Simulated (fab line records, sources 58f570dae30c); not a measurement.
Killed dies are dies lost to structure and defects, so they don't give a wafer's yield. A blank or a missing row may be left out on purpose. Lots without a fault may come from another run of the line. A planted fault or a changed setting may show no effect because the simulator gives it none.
Which tool did it? | flow berkeley_cmos170 | 7 lots, 21 wafers sampled, at 3 steps of a route of 331

WHAT THE GAUGES READ, wafer by wafer
UCB170_CONTACT_THK_MEAS_02.
lot  | measured     | on            | CONTACT_PSG_THK (nm)
L147 | day 6 14:29  | film_metro-02 | 690 693 693
L148 | day 7 10:59  | film_metro-01 | 690 688 686
L152 | day 7 17:54  | film_metro-01 | 684 681 680
L153 | day 7 16:05  | film_metro-01 | 705 701 702
L160 | day 9 15:10  | film_metro-01 | 883 884 892
L165 | day 10 13:50 | film_metro-01 | 680 680 681
L167 | day 10 22:19 | film_metro-01 | 698 694 698

WHICH TOOL RAN EACH LOT (tool, then ch and the chambers of the sampled wafers, then the start)
lot  | UCB170_GATE_ETCH_14               | UCB170_CONTACT_CVD_01
L147 | rie_diel-02 ch 0,1,3, day 5 18:39 | lpcvd-01 ch 1, day 6 12:41
L148 | rie_diel-02 ch 1,2, day 6 17:56   | lpcvd-02 ch 0, day 7 09:11
L152 | rie_diel-01 ch 0,3, day 6 23:07   | lpcvd-02 ch 1, day 7 16:05
L153 | rie_diel-02 ch 0,1,3, day 6 22:53 | lpcvd-02 ch 1, day 7 14:19
L160 | rie_diel-01 ch 0,2,3, day 8 18:56 | lpcvd-01 ch 1, day 9 13:21
L165 | rie_diel-03 ch 2,3, day 9 21:32   | lpcvd-02 ch 0, day 10 12:01
L167 | rie_diel-03 ch 0,3, day 10 02:54  | lpcvd-02 ch 1, day 10 20:32
- UCB170_GATE_ETCH_14: etches BARC in N2/H2.
- UCB170_CONTACT_CVD_01: deposits PSG from SiH4/O2/PH3, target thk 700 nm, time 2820 s.

THE ANSWER, worked out from the rows above alone
Rule: what is usual is taken from the lots themselves. Put in order of their means at a reading, lots are off if they are a third of the lots or fewer, leave a main group of 4 or more, and stand apart from it by a gap of 3 or more times the standard deviation of the main group's means; of several such gaps the widest counts. A main group whose means are all the same, to the digits that the tables above print for the reading, isn't used. A lot without any number at a reading at which 4 lots or more have one is off too. The other lots that the step has rows for count as sound.
Off: L160, at UCB170_CONTACT_THK_MEAS_02 (CONTACT_PSG_THK). The main group: mean 690 nm, standard deviation 7.9.
A tool fits if, at a process step before that reading, it ran every lot that is off, and no sound lot after the first of them. The gauges at UCB170_CONTACT_THK_MEAS_02 are tried like those tools. Can't be told from this: 2 tools fit, rie_diel-01 at UCB170_GATE_ETCH_14, lpcvd-01 at UCB170_CONTACT_CVD_01.

WHAT THE SIMULATOR HAD PUT IN
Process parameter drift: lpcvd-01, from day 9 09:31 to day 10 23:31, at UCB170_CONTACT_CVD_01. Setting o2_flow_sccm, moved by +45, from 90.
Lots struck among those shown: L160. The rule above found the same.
